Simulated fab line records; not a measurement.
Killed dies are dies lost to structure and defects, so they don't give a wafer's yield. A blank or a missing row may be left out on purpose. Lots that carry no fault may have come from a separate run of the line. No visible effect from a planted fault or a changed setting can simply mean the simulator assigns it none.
2 desks, one fault || flow berkeley cmos170 || only its own numbers are on each desk; what lay behind them is given at the end

FOR THE TOOL OWNER'S DESK: litho track-03
The tool's own readings at UCB170_M1_COAT_04 (resist thk 900 nm): means of the sampled wafers that have a number, for each lot that ran on this tool. If a lot's mean is further than 4 standard deviations from the usual mean, the lot is out of limits and carries the mark OUT (the distance appears in the brackets).
Columns: A = spin speed rpm at UCB170_M1_COAT_04, usual 1500.0 rpm
{"lot": "L753", "first seen here": "day 7 14:00", "A": 1499.2}
{"lot": "L752", "first seen here": "day 7 15:00", "A": "1756.7 (+99 or more) OUT"}
{"lot": "L754", "first seen here": "day 8 08:00", "A": "1755.6 (+99 or more) OUT"}
This desk's finding: out of limits on L752, L754; first on L752, day 7 15:00 (spin speed rpm at UCB170_M1_COAT_04). L753: within limits.

FROM THE METROLOGY DESK
Lot by lot, what the gauges showed, no matter which tool ran the lot: averages of those sampled wafers that carry a number. If a lot's mean is further than 4 standard deviations from the usual mean, the lot is out of limits and carries the mark OUT (the distance appears in the brackets).
Columns: A = cd nm at UCB170_CONTACT_CD_MEAS_15, usual 699.2 nm; B = CONTACT_OVL at UCB170_CONTACT_OVL_MEAS_16, usual -2 nm; C = cd nm at UCB170_CONTACT_CD_MEAS_90, usual 699.3 nm; D = M1_AL_RS at UCB170_M1_RS_MEAS_01, usual 0.0486 ohm/sq; E = M1_AL_THK at UCB170_M1_THK_MEAS_02, usual 607 nm; F = cd nm at UCB170_M1_CD_MEAS_09, usual 700.0 nm; G = M1_OVL at UCB170_M1_OVL_MEAS_10, usual -1 nm
{"lot": "L753", "first seen here": "day 7 13:29", "A": 699.5, "B": -2, "C": 699.4, "D": 0.0488, "E": 604, "F": 700.0, "G": 4}
{"lot": "L752", "first seen here": "day 7 13:41", "A": 701.9, "B": -4, "C": 702.4, "D": 0.0484, "E": 607, "F": 697.7, "G": -6}
{"lot": "L754", "first seen here": "day 8 07:44", "A": 700.0, "B": -7, "C": 700.1, "D": 0.0482, "E": 614, "F": 698.4, "G": -4}
{"lot": "L755", "first seen here": "day 8 08:07", "A": 700.0, "B": -10, "C": 700.0, "D": 0.0486, "E": 604, "F": 701.7, "G": -2}
{"lot": "L764", "first seen here": "day 10 20:33", "A": 699.7, "B": -6, "C": 699.2, "D": 0.0495, "E": 595, "F": 699.8, "G": -1}
{"lot": "L769", "first seen here": "day 11 13:13", "A": 700.3, "B": -1, "C": 700.7, "D": 0.0479, "E": 616, "F": 699.4, "G": 7}
This desk's verdict: no lot among the 6 shows anything out of limits.

TAKEN TOGETHER
The tool owner's desk had the chance to raise an alarm at day 7 15:00 on L752, L754.
Metrology desk: nothing out of limits seen.
The metrology desk has L752, L754 on record, within its limits.
The lots listed all ran UCB170_M1_COAT_04 on litho track-03.

WHAT WAS PUT IN BY THE SIMULATOR
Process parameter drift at UCB170_M1_COAT_04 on litho track-03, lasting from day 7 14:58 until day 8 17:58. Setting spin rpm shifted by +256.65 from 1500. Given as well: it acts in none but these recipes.
Struck lots among those shown: L752, L754.
How many hours passed from the start of the fault until each desk's first out-of-limits reading: the tool owner's desk, 0.
